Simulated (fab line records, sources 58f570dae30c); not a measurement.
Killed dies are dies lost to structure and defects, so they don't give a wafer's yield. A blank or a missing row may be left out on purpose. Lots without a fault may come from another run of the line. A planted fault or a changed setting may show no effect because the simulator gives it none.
fab line records | flow berkeley_cmos170 | part 2 of 2: steps 34 to 41 of 41
record lots=5 wafers=15 last_day=13
route steps=331 shown V1@254 M2@271 V2@292
lots that met no fault: from a run of the same line without faults
start_h: hours from the record's first day to the start of the lot's first wafer shown | wait_h: hours since the lot's step before | " the same as in the row above | L1.1+2: a row that stands for several wafers | - no value, or no start given | * or withheld: withheld | < > ~ a bound
route shown NAME@n: a module of which the file shows steps, and the number in the route of the first | usual: mean/standard deviation of fault-free wafers | same: alike in all rows | chamber/n: place in a boat | sites: the reading at each site | _std_site: their standard deviation | _edge_site: outer sites' mean less inner sites' | radius_mm: how far each site lies from the wafer's centre | mask NAME#n: copy n | behind: the tool/chamber that last shaped the wafer | hold: why the lot was held/for how many hours/how that ended | device: the transistor (n, p or np) that didn't switch | end of line: the same wafers' tests at the end of the route | a step without rows: its recipe alone | killed: dies lost to structure and defects at the first sort, not the wafer's yield | map: a wafer's dies, x killed, . not, _ none there
set.NAME: the setting as run; set.NAME@STEP: as run at that earlier step | model.NAME: the simulator's own value behind a step, which no gauge read
lots at some steps of the route; a table a step, a row a wafer
services: from which hour (start_h, from the record's first day; less than 0 if before it) a tool's chamber was out of use, for how many hours, and why
## steps
# step UCB170_M2_OVL_MEAS_16
# usual M2_OVL=2/4.8
# columns lot.wafer tool chamber start_h wait_h M2_OVL[nm]
L075.1 overlay-01 - 182.98 0.1 2
L075.2 " - " " 8
L075.5 " - " " -1
L083.2 overlay-02 - 221.20 0.1 -3
L083.3 " - " " -5
L083.4 " - " " 2
L094.3 overlay-01 - 290.66 0.1 9
L094.4 " - " " 3
L094.6 " - " " 9
L096.1 overlay-01 - 292.55 0.1 2
L096.4 " - " " 2
L096.5 " - " " 2
L097.3 overlay-02 - 298.85 0.1 -3
L097.4 " - " " -1
L097.6 " - " " 5
# step UCB170_M2_ETCH_17
# recipe chemistry=N2/H2 target_depth_a=withheld overetch_a=withheld target=BARC time_s=withheld source_w=500 bias_w=100 pressure_mtorr=30 n2_flow_sccm=100 h2_flow_sccm=200
# usual drypump_motor_current_A=5.6/0.35 oes_product_au=0.977/0.025 throttle_valve_pct=13.31/0.24
# columns lot.wafer tool chamber start_h wait_h drypump_motor_current_A oes_product_au throttle_valve_pct
L075.1 rie_diel-01 1 183.01 0.0 5.2 0.951 13.03
L075.2 " 2 " " 5.7 0.959 13.46
L075.5 " 1 " " 5.2 0.946 13.04
L083.2 rie_diel-01 0 221.23 0.0 5.7 0.987 13.70
L083.3 " 3 " " 5.2 0.958 13.47
L083.4 " 1 " " 5.1 0.961 13.03
L094.3 rie_diel-03 2 290.69 0.0 5.5 1.005 13.46
L094.4 " 3 " " 6.0 0.943 13.34
L094.6 " 1 " " 5.4 1.001 12.87
L096.1 rie_diel-04 0 292.59 0.0 6.1 1.013 13.28
L096.4 " 3 " " 6.2 0.978 13.28
L096.5 " 2 " " 5.6 0.936 13.15
L097.3 rie_diel-03 1 298.87 0.0 5.4 1.002 12.86
L097.4 " 2 " " 5.5 1.002 13.46
L097.6 " 1 " " 5.4 0.995 12.88
# step UCB170_M2_METAL_ETCH_18
# recipe chemistry=Cl2/BCl3 target=Al stop_on=SiO2 pressure_mtorr=12 target_depth_a=11700 over_etch_frac=0.3 time_s=195 icp_w=600 bias_w=120 Cl2_flow_sccm=90 bcl3_flow_sccm=45
# usual drypump_motor_current_A=5.3/0.41 mfc_cl2_sccm=90.04/0.28 oes_product_au=0.859/0.014 throttle_valve_pct=24.52/0.22
# columns lot.wafer tool chamber start_h wait_h drypump_motor_current_A mfc_cl2_sccm oes_product_au rf_hours_counter_h throttle_valve_pct
L075.1 rie_metal-03 1 183.06 - 5.9 89.98 0.849 1.2 24.75
L075.2 " 0 " " 5.2 89.95 0.875 5.3 24.67
L075.5 " 1 " " 5.9 89.89 0.857 - 24.75
L083.2 rie_metal-01 0 221.27 - 5.7 90.19 0.843 5.8 24.73
L083.3 " 0 " " 5.7 89.97 0.861 - 24.71
L083.4 " 1 " " 5.0 90.23 0.867 - 24.32
L094.3 rie_metal-03 1 290.79 - 5.9 90.06 0.869 - 24.76
L094.4 " 0 " " 5.2 89.89 0.861 - 24.67
L094.6 " 1 " " 5.9 89.86 0.872 - 24.77
L096.1 rie_metal-01 1 292.63 - 5.0 89.99 0.861 8.9 24.32
L096.4 " 1 " " 5.0 90.21 0.879 - 24.31
L096.5 " 1 " " 5.0 90.16 0.863 - 24.31
L097.3 rie_metal-03 0 298.98 - 5.2 90.84 0.869 - 24.65
L097.4 " 1 " " 5.9 90.45 0.857 - 24.76
L097.6 " 0 " " 5.2 90.58 0.863 - 24.66
# step UCB170_M2_STRIP_19
# recipe chemistry=O2 power_w=400 pressure_mtorr=3500 platen_temp_c=withheld o2_flow_sccm=400 overash_fraction=0.5
# usual drypump_motor_current_A=5.7/0.56 o2_flow_sccm=400.1/1.1 oes_product_au=0.528/0.022
# same overash_fraction=0.5
# columns lot.wafer tool chamber start_h wait_h drypump_motor_current_A o2_flow_sccm oes_product_au rf_hours_counter_h
L075.1 plasma_asher-02 1 183.24 0.1 4.7 399.5 0.510 6
L075.2 " 0 " " 5.5 400.6 0.515 6
L075.5 " 1 " " 4.7 399.5 0.511 -
L083.2 plasma_asher-02 0 221.46 0.1 5.5 399.4 0.536 11
L083.3 " 0 " " 5.6 399.1 0.530 -
L083.4 " 1 " " 4.8 401.1 0.547 -
L094.3 plasma_asher-02 1 290.95 0.1 4.7 398.4 0.520 -
L094.4 " 0 " " 5.5 400.2 0.512 -
L094.6 " 1 " " 4.7 400.1 0.513 -
L096.1 plasma_asher-04 1 292.82 0.1 6.2 401.2 0.536 61
L096.4 " 0 " " 5.7 400.3 0.541 -
L096.5 " 0 " " 5.8 398.8 0.541 -
L097.3 plasma_asher-04 0 299.14 0.1 5.7 400.5 0.521 -
L097.4 " 1 " " 6.2 401.4 0.515 -
L097.6 " 0 " " 5.8 399.0 0.531 -
# step UCB170_M2_CD_MEAS_90
# recipe target_cd_nm=700
# usual cd_nm=700/4
# columns lot.wafer tool chamber start_h wait_h cd_nm
L075.1 cd_sem-01 - 183.34 0.1 698
L075.2 " - " " 700
L075.5 " - " " 696
L083.2 cd_sem-01 - 221.58 0.1 705
L083.3 " - " " 703
L083.4 " - " " 692
L094.3 cd_sem-01 - 291.06 0.1 697
L094.4 " - " " 701
L094.6 " - " " 692
L096.1 cd_sem-01 - 292.92 0.1 692
L096.4 " - " " 696
L096.5 " - " " 697
L097.3 cd_sem-02 - 299.24 0.1 703
L097.4 " - " " 696
L097.6 " - " " 701
# step UCB170_V2_CVD_00
# recipe material=SiO2 target_thk_nm=2000 temp_c=390 precursor=TEOS/O2 time_s=258.5 rf_w=550 pressure_mtorr=9000
# usual heater_power_w=293/49
# columns lot.wafer tool chamber start_h wait_h heater_power_w
L075.1 pecvd-04 0 183.46 0.1 255
L075.2 " 1 " " 378
L075.5 " 2 " " 327
L083.2 pecvd-02 1 221.68 0.1 321
L083.3 " 0 " " 307
L083.4 " 1 " " 248
L094.3 pecvd-02 2 291.14 0.1 221
L094.4 " 0 " " 356
L094.6 " 1 " " 253
L096.1 pecvd-04 1 293.04 0.1 341
L096.4 " 1 " " 380
L096.5 " 0 " " 311
L097.3 pecvd-01 1 299.32 0.1 382
L097.4 " 0 " " 261
L097.6 " 2 " " 197
# step UCB170_V2_THK_MEAS_01
# recipe reads=SiO2_of_V2_CVD_00
# usual V2_TEOS_THK=2080/27
# columns lot.wafer tool chamber start_h wait_h V2_TEOS_THK[nm]
L075.1 film_metro-01 - 183.62 0.1 2047
L075.2 " - " " 2083
L075.5 " - " " 2063
L083.2 film_metro-02 - 221.85 0.1 2065
L083.3 " - " " 2037
L083.4 " - " " 2072
L094.3 film_metro-01 - 291.31 0.1 2103
L094.4 " - " " 2116
L094.6 " - " " 2118
L096.1 film_metro-02 - 293.19 0.1 2072
L096.4 " - " " 2118
L096.5 " - " " 2062
L097.3 film_metro-02 - 299.50 0.1 2087
L097.4 " - " " 2084
L097.6 " - " " 2097
# step UCB170_V2_CMP_02
# recipe material=SiO2 down_force_psi=6 platen_rpm=60 pad_velocity_m_s=0.75398
# usual motor_current_A=15.6/1.7
# columns lot.wafer tool chamber start_h wait_h motor_current_A
L075.1 cmp-02 1 183.73 0.1 16.3
L075.2 " 2 " " 16.1
L075.5 " 0 " " 17.0
L083.2 cmp-01 1 221.90 0.0 13.5
L083.4 " 3 " " 19.4
L083.3 " 0 " " 15.0
L094.3 cmp-02 0 291.35 0.0 17.4
L094.4 " 2 " " 15.6
L094.6 " 0 " " 17.5
L096.1 cmp-02 3 293.35 0.1 14.5
L096.4 " 0 " " 16.7
L096.5 " 1 " " 16.5
L097.4 cmp-01 0 299.64 0.1 15.7
L097.3 " 1 " " 13.3
L097.6 " 3 " " 17.6
## services
# columns tool chamber start_h hours kind
cmp-02 - 155.96 4.2 pm
pvd_sputter-02 - 167.51 4.7 repair
krf_scanner-01 - 194.57 0.7 repair
rie_metal-03 1 202.48 5.5 repair
rie_diel-01 0 213.03 5.8 repair
rie_diel-01 - 213.30 0.9 repair
wet_bench-02 - 221.05 7.4 repair
pecvd-04 1 222.01 7.7 repair
krf_scanner-01 - 227.41 1.0 pm
cmp-02 - 229.55 0.8 repair
cmp-02 - 232.00 4.0 pm
rie_diel-01 0 244.41 9.2 repair
rie_diel-04 2 245.59 2.1 repair
krf_scanner-01 - 245.70 2.4 repair
plasma_asher-01 - 246.58 2.8 pm
rie_diel-01 3 254.61 2.0 repair
krf_scanner-01 - 262.65 5.9 repair
rie_diel-01 - 262.78 2.8 pm
rie_diel-01 - 269.59 15.6 pm
cmp-02 - 269.71 0.4 repair
krf_scanner-01 - 270.15 4.2 repair
cmp-01 - 284.43 3.5 repair
plasma_asher-02 - 286.19 2.1 repair
krf_scanner-01 - 290.52 1.3 pm
